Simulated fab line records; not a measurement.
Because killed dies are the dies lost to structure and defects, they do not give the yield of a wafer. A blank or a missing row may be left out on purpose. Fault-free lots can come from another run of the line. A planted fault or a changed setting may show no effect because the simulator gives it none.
Which tool was responsible?    flow rit-cmos    45 wafers from 15 lots sampled at 6 of the route's 202 steps

## WHAT THE GAUGES SHOWED, per wafer
RIT_PWELL_OVL_MEAS_06. Usual: PWELL_OVL typically reads -0.3 nm, with standard deviation 1.
lot   measured     on          PWELL_OVL (nm)  flag
L374  day 2 04:33  overlay-02  0.5 0.6 0.7     
L375  day 2 12:05  overlay-01  -0.3 -0.7 -0.3  
L377  day 2 23:20  overlay-01  0.9 0.6 0.4     
L378  day 3 01:59  overlay-02  0.8 0.9 2.0     
L381  day 3 20:13  overlay-01  -1.3 -0.7 -0.4  
L383  day 4 01:17  overlay-01  -0.3 -1.6 -1.3  
L384  day 4 08:23  overlay-01  -0.3 -2.0 -1.2  
L385  day 4 12:31  overlay-01  0.5 0.0 -0.2    
L386  day 4 15:36  overlay-01  -1.6 -1.9 -0.5  
L387  day 4 21:24  overlay-01  0.8 0.8 -0.1    
L392  day 5 21:39  overlay-01  0.6 -1.6 -0.8   
L393  day 6 03:30  overlay-02  0.7 -0.2 1.4    
L394  day 6 08:50  overlay-02  0.8 -0.1 0.0    
L395  day 6 16:30  overlay-02  -1.0 0.6 -1.9   
L396  day 6 19:32  overlay-01  -1.7 -1.8 -1.2  

RIT_NRETRO_OVL_MEAS_06. Usual: NRETRO_OVL typically reads -0.3 nm, with standard deviation 1.5.
lot   measured     on          NRETRO_OVL (nm)  flag
L374  day 2 12:22  overlay-02  0.6 1.3 0.1      
L375  day 2 19:01  overlay-01  1.3 2.3 0.0      
L377  day 3 06:21  overlay-02  0.5 1.1 0.3      
L378  day 3 10:06  overlay-01  -1.1 0.5 2.4     
L381  day 4 03:14  overlay-01  -0.9 -0.1 -2.0   
L383  day 4 09:08  overlay-02  0.3 -0.3 0.9     
L384  day 4 16:04  overlay-01  -0.2 0.6 0.1     
L385  day 4 20:29  overlay-02  0.7 -0.8 -0.4    
L386  day 4 22:41  overlay-01  -1.9 -1.3 -1.7   
L387  day 5 04:24  overlay-01  0.6 -0.9 -0.4    
L392  day 6 06:01  overlay-01  -0.6 -0.2 -1.3   
L393  day 6 12:03  overlay-02  -0.8 -0.9 -2.2   
L394  day 6 17:04  overlay-01  -0.5 2.3 0.6     
L395  day 7 00:18  overlay-01  -2.9 -2.9 -2.7   
L396  day 7 03:03  overlay-02  0.0 -0.6 -1.6    

RIT_M1_RS_MEAS_01: measures by four-point-probe. Usual: M1_AL_RS typically reads 0.0735 ohm/sq, with standard deviation 0.00095.
lot   measured     on             M1_AL_RS (ohm/sq)     flag
L374  day 3 14:47  film-metro-03  0.0720 0.0711 0.0714  
L375  day 3 21:26  film-metro-02  0.0724 0.0727 0.0719  
L377  day 4 14:44  film-metro-04  0.0739 0.0743 0.0743  
L378  day 4 13:13  film-metro-02  0.0720 0.0719 0.0723  
L381  day 5 04:10  film-metro-03  0.0737 0.0733 0.0733  
L383  day 5 12:55  film-metro-02  0.0736 0.0741 0.0730  
L384  day 5 17:41  film-metro-03  0.0744 0.0742 0.0741  
L385  day 5 22:33  film-metro-02  - - -                 OFF
L386  day 6 00:24  film-metro-03  - - -                 OFF
L387  day 6 08:04  film-metro-04  - - -                 OFF
L392  day 7 09:16  film-metro-03  0.0744 0.0752 0.0742  
L393  day 7 14:32  film-metro-03  0.0724 0.0735 0.0733  
L394  day 7 18:29  film-metro-03  0.0742 0.0754 0.0748  
L395  day 8 01:05  film-metro-04  0.0731 0.0737 0.0719  
L396  day 8 03:26  film-metro-02  0.0742 0.0737 0.0748  

RIT_M1_THK_MEAS_02: measures by xrf. Usual: M1_AL_THK typically reads 396 nm, with standard deviation 5.4.
lot   measured     on             M1_AL_THK (nm)  flag
L374  day 3 14:54  film-metro-03  402 408 406     
L375  day 3 21:34  film-metro-02  401 399 401     
L377  day 4 14:50  film-metro-04  395 396 392     
L378  day 4 13:19  film-metro-02  400 404 404     
L381  day 5 04:16  film-metro-03  394 395 393     
L383  day 5 13:01  film-metro-02  396 392 401     
L384  day 5 17:48  film-metro-03  388 390 391     
L385  day 5 22:40  film-metro-02  <0 <0 <0        OFF
L386  day 6 00:31  film-metro-03  <1 <1 <1        OFF
L387  day 6 08:10  film-metro-04  <0 <0 <0        OFF
L392  day 7 09:22  film-metro-03  390 384 389     
L393  day 7 14:39  film-metro-03  400 395 397     
L394  day 7 18:37  film-metro-03  387 384 387     
L395  day 8 01:12  film-metro-04  400 399 407     
L396  day 8 03:33  film-metro-02  394 395 387     

## WHAT TOOL EACH LOT RAN ON (gives the tool, then ch and the chambers of the sampled wafers, and finally the start)
lot   RIT_PLDD_STRIP_09                    RIT_M1_SPUTTER_00
L374  plasma-asher-01 ch 1, day 3 03:57    pvd-sputter-02, day 3 14:29
L375  plasma-asher-03 ch 0,1, day 3 10:31  pvd-sputter-04, day 3 21:08
L377  plasma-asher-03 ch 0,1, day 4 03:24  pvd-sputter-03, day 4 14:32
L378  plasma-asher-01 ch 0,1, day 4 02:05  pvd-sputter-02, day 4 12:54
L381  plasma-asher-04 ch 0,1, day 4 18:28  pvd-sputter-04, day 5 03:51
L383  plasma-asher-03 ch 0, day 5 02:41    pvd-sputter-04, day 5 12:36
L384  plasma-asher-03 ch 0,1, day 5 07:56  pvd-sputter-03, day 5 17:23
L385  plasma-asher-04 ch 0,1, day 5 12:32  pvd-sputter-02, day 5 22:16
L386  plasma-asher-03 ch 0,1, day 5 14:31  pvd-sputter-03, day 6 00:06
L387  plasma-asher-01 ch 0,1, day 5 22:05  pvd-sputter-02, day 6 07:43
L392  plasma-asher-03 ch 0,1, day 6 22:23  pvd-sputter-03, day 7 08:57
L393  plasma-asher-04 ch 0,1, day 7 04:40  pvd-sputter-02, day 7 14:14
L394  plasma-asher-03 ch 0,1, day 7 08:46  pvd-sputter-03, day 7 18:11
L395  plasma-asher-03 ch 0,1, day 7 15:10  pvd-sputter-02, day 8 00:47
L396  plasma-asher-01 ch 0,1, day 7 17:35  pvd-sputter-03, day 8 03:08
- RIT_PLDD_STRIP_09: strips in O2, time 180 s.
- RIT_M1_SPUTTER_00: material Al, target thk 400 nm, time 500 s.

## AS READ BY THE TOOLS THEMSELVES (means over the sampled wafers that have a number; for cases with no such wafer, the mark the record gives instead)
RIT_PLDD_STRIP_09. Usual: drypump-motor-current-A 5.7 A, standard deviation 0.37.
lot   tool             drypump-motor-current-A (A)  flag
L374  plasma-asher-01  5.7                          
L375  plasma-asher-03  5.9                          
L377  plasma-asher-03  5.8                          
L378  plasma-asher-01  5.9                          
L381  plasma-asher-04  5.3                          
L383  plasma-asher-03  5.7                          
L384  plasma-asher-03  5.8                          
L385  plasma-asher-04  5.3                          
L386  plasma-asher-03  5.8                          
L387  plasma-asher-01  5.8                          
L392  plasma-asher-03  5.8                          
L393  plasma-asher-04  5.4                          
L394  plasma-asher-03  5.9                          
L395  plasma-asher-03  5.8                          
L396  plasma-asher-01  5.8                          

RIT_M1_SPUTTER_00. Usual: cathode-dc-power-W 2000.0 W, standard deviation 0.35; chamber-pressure-pa 0.3999 Pa, standard deviation 0.00075; throttle-valve-pct 29.9 %, standard deviation 0.86.
lot   tool            cathode-dc-power-W (W)  chamber-pressure-pa (Pa)  throttle-valve-pct (%)  flag
L374  pvd-sputter-02  1999.9                  0.4001                    30.4                    
L375  pvd-sputter-04  2000.1                  0.4002                    29.9                    
L377  pvd-sputter-03  1999.8                  0.3997                    29.9                    
L378  pvd-sputter-02  2000.2                  0.4004                    30.0                    
L381  pvd-sputter-04  2000.0                  0.4002                    29.4                    
L383  pvd-sputter-04  1999.9                  0.4002                    29.8                    
L384  pvd-sputter-03  2000.2                  0.3995                    29.6                    
L385  pvd-sputter-02  -                       -                         -                       OFF
L386  pvd-sputter-03  -                       -                         -                       OFF
L387  pvd-sputter-02  -                       -                         -                       OFF
L392  pvd-sputter-03  1999.9                  0.3998                    29.3                    
L393  pvd-sputter-02  2000.2                  0.4005                    29.9                    
L394  pvd-sputter-03  2000.2                  0.3998                    29.5                    
L395  pvd-sputter-02  2000.1                  0.3990                    30.0                    
L396  pvd-sputter-03  2000.1                  0.3994                    29.8                    

## THE ANSWER, worked out from the rows above alone
Rule: a lot is off if the mean of its wafers that have a number lies more than 3 standard deviations from the usual mean. Also off: a lot with no number at a reading for which 4 or more lots have one. Where the step has rows for the other lots, those lots are counted as sound. The gauges are gone through in route order, then the tools' own readings, and for those a lot's mean is taken as printed above. At the first step where some lot is off, the reading lying furthest off is the one used; lots without a number count as furthest.
Off: at RIT_M1_RS_MEAS_01 (M1_AL_RS), L385, L386, L387. Without a number there: L385, L386, L387.
A tool fits if, at a process step before that reading, it ran every lot that is off, and no sound lot after the first of them. The gauges at RIT_M1_RS_MEAS_01 aren't tried: what is off there is off at RIT_M1_SPUTTER_00 too, on other tools, and a gauge's error can't cause that. None of those tried fits.

## WHAT HAD BEEN PUT IN BY THE SIMULATOR
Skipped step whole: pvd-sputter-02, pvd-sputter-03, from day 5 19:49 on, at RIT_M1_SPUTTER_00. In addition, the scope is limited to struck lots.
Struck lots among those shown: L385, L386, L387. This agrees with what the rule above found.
